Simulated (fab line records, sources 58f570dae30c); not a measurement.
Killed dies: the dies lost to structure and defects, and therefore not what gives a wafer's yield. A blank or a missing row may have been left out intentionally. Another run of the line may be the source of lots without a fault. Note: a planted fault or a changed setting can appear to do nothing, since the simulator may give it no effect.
2 desks looking at one fault ; flow berkeley cmos170 ; each desk holds nothing but its own numbers, with what lay behind them at the end

== FROM THE METROLOGY DESK ==
Lot by lot, what the gauges showed, no matter which tool ran the lot: averages of those sampled wafers that carry a number. Marked OUT: a lot whose mean sits more than 4 standard deviations from the usual mean, which makes it out of limits; the brackets give that distance.
Columns: A = cd nm at UCB170_ACTIVE_CD_MEAS_13, usual 1199.6 nm; B = ACTIVE_OVL at UCB170_ACTIVE_OVL_MEAS_14, usual -1 nm
lot;first seen here;A;B
L329;day 4 03:55;1198.9;4
L331;day 4 04:02;1201.9;-4
L330;day 4 04:12;1200.3;2
L332;day 4 18:35;1199.3;-4
L333;day 4 18:58;1200.3;-4
L340;day 6 13:48;1199.3;-1
L343;day 7 02:15;1199.7;-3
L344;day 7 02:26;1199.2;7
L346;day 7 14:38;1197.6;2
L347;day 8 01:42;1200.7;5
L349;day 8 13:26;1200.5;0
L348;day 8 13:43;1198.6;-0
L352;day 9 00:04;1200.4;-7
Finding of this desk: none of the 13 lots has anything out of limits.

== THE TOOL OWNER'S DESK: litho track-02 ==
UCB170_NWELL_PEB_10, tool's own readings: per-lot mean of the sampled wafers with a number, covering each lot this tool ran. Marked OUT: a lot whose mean sits more than 4 standard deviations from the usual mean, which makes it out of limits; the brackets give that distance.
Columns: A = heater power total W at UCB170_NWELL_PEB_10, usual 56.80 W; B = plate temp C at UCB170_NWELL_PEB_10, usual 130.00 C
lot;first seen here;A;B
L329;day 2 05:28;56.82;130.00
L333;day 2 22:24;56.78;130.12
L340;day 4 18:00;55.84 (-22) OUT;128.31 (-12) OUT
L343;day 5 07:37;55.86 (-22) OUT;128.19 (-13) OUT
This desk finds L340, L343 out of limits, L340 being first, at day 4 18:00 (heater power total W at UCB170_NWELL_PEB_10). Within limits: L329, L333.

== ALL TOGETHER ==
The tool owner's desk had the chance to raise an alarm at day 4 18:00 on L340, L343.
At the metrology desk, nothing out of limits was observed.
The metrology desk has L340, L343 on record, within its limits.
UCB170_NWELL_PEB_10 was run on litho track-02 by each of the lots named.

== WHAT THE SIMULATOR PUT IN ==
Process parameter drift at UCB170_NWELL_PEB_10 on litho track-02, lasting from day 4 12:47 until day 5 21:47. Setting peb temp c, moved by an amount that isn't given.
Shown lots that were struck: L340, L343.
Time in hours from fault onset to the first out-of-limits reading at each desk: the tool owner's desk, 5.
